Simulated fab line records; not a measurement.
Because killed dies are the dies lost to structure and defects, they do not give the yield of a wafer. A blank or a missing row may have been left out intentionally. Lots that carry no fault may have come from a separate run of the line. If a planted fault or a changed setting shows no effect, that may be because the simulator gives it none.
Comparing a struck lot with a sound one | flow rit-cmos | 26 steps out of a route of 202
Sound: the wafers L563.2, L563.5, L563.6. Wafers struck: L561.1, L561.3, L561.5. The cause is named last.
For every step that has rows: the tool of each side, followed by ch and its chambers, followed by its first start. Under that, the readings that differ: sound wafers | struck wafers | difference of the means | sigmas: that difference in standard deviations of wafers without a fault.
alike: readings with means less than 2 such deviations apart, plus words and numbers identical on both sides. not compared: withheld readings, readings lacking a value on some wafer, bounds such as >300 that could conceal the same value, and numbers that have no deviation in the record and whose values overlap.
A row with sigmas, a row that says differs or no value, or rows on one side alone: a step with any of these is where the two part. Numbers that don't overlap but have no deviation are shown without sigmas and don't part them. A reading missing from all wafers of one side parts the sides only when that side holds two or more wafers.

first, 1 step without rows for these wafers: RIT_WELLDRIVE_ANNEAL_00 (time 14700 s).
RIT_WELLDRIVE_RS_MEAS_01: the measuring method here is four-point-probe.
  sound: film-metro-02 at day 5 15:26; struck: film-metro-02 at day 5 06:25
  alike: NWELL_RS
RIT_WELLDRIVE_RS_MEAS_02: the measuring method here is four-point-probe.
  sound: film-metro-02 at day 5 15:33; struck: film-metro-02 at day 5 06:32
  alike: PWELL_RS
then, 6 steps without rows for these wafers: RIT_NRETRO_HMDS_00 (prime time 60 s); RIT_NRETRO_COAT_01 (resist thk 1300 nm); RIT_NRETRO_SOFTBAKE_02 (time 60 s); RIT_NRETRO_EXPOSE_03 (exposes mask M4, target cd 43900 nm); RIT_NRETRO_PEB_04; RIT_NRETRO_DEVELOP_05 (develop time 68 s).
RIT_NRETRO_OVL_MEAS_06:
  sound: overlay-02 at day 5 16:40; struck: overlay-01 at day 5 07:40
  alike: NRETRO_OVL
then, 2 steps without rows for these wafers: RIT_NRETRO_HARDBAKE_07 (time 120 s); RIT_NRETRO_IMPLANT_08.
RIT_NRETRO_STRIP_09: strips in O2, time 180 s.
  sound on plasma-asher-01 ch 0,1, day 5 17:06; struck on plasma-asher-04 ch 0,1, day 5 08:05
  no value came back on the struck wafers for chamber-pressure-mTorr (mTorr), drypump-motor-current-A (A); on the sound wafers chamber-pressure-mTorr (mTorr) reads 3999 4001 3997
  reading                                     | sound | struck         | difference | sigmas
  model.NOVOLAK_of_NRETRO_COAT_01.thk-nm (nm) | 0 0 0 | 1133 1136 1134 | +1134      |
  not compared: rf-hours-counter-h
RIT_NRETRO_TW_MEAS_10:
  sound: film-metro-04 at day 5 17:17; struck: film-metro-02 at day 5 08:16
  alike: NRETRO_TW
then, 6 steps without rows for these wafers: RIT_PRETRO_HMDS_00 (prime time 60 s); RIT_PRETRO_COAT_01 (resist thk 1300 nm); RIT_PRETRO_SOFTBAKE_02 (time 60 s); RIT_PRETRO_EXPOSE_03 (exposes mask M5, target cd 43700 nm); RIT_PRETRO_PEB_04; RIT_PRETRO_DEVELOP_05 (develop time 68 s).
RIT_PRETRO_OVL_MEAS_06:
  sound: overlay-01 at day 5 18:13; struck: overlay-02 at day 5 09:20
  alike: PRETRO_OVL
then, 2 steps without rows for these wafers: RIT_PRETRO_HARDBAKE_07 (time 120 s); RIT_PRETRO_IMPLANT_08.
RIT_PRETRO_STRIP_09: strips in O2, time 180 s.
  sound on plasma-asher-04 ch 0,1, day 5 18:39; struck on plasma-asher-04 ch 0,1, day 5 09:52
  alike: chamber-pressure-mTorr, drypump-motor-current-A
  not compared: rf-hours-counter-h
RIT_PRETRO_TW_MEAS_10:
  sound: film-metro-04 at day 5 18:50; struck: film-metro-03 at day 5 10:02
  reading   | sound       | struck   | difference | sigmas
  PRETRO_TW | 473 473 475 | 29 29 29 | -445       | -77
then, 1 step without rows for these wafers: RIT_GATE_WET_ETCH_00 (etches SiO2 in BOE, target depth 56 nm, time 60 s).

WHERE THEY PART
Earliest at RIT_NRETRO_STRIP_09; latest, in this record, at RIT_PRETRO_TW_MEAS_10.

WHY: what the simulator had put in
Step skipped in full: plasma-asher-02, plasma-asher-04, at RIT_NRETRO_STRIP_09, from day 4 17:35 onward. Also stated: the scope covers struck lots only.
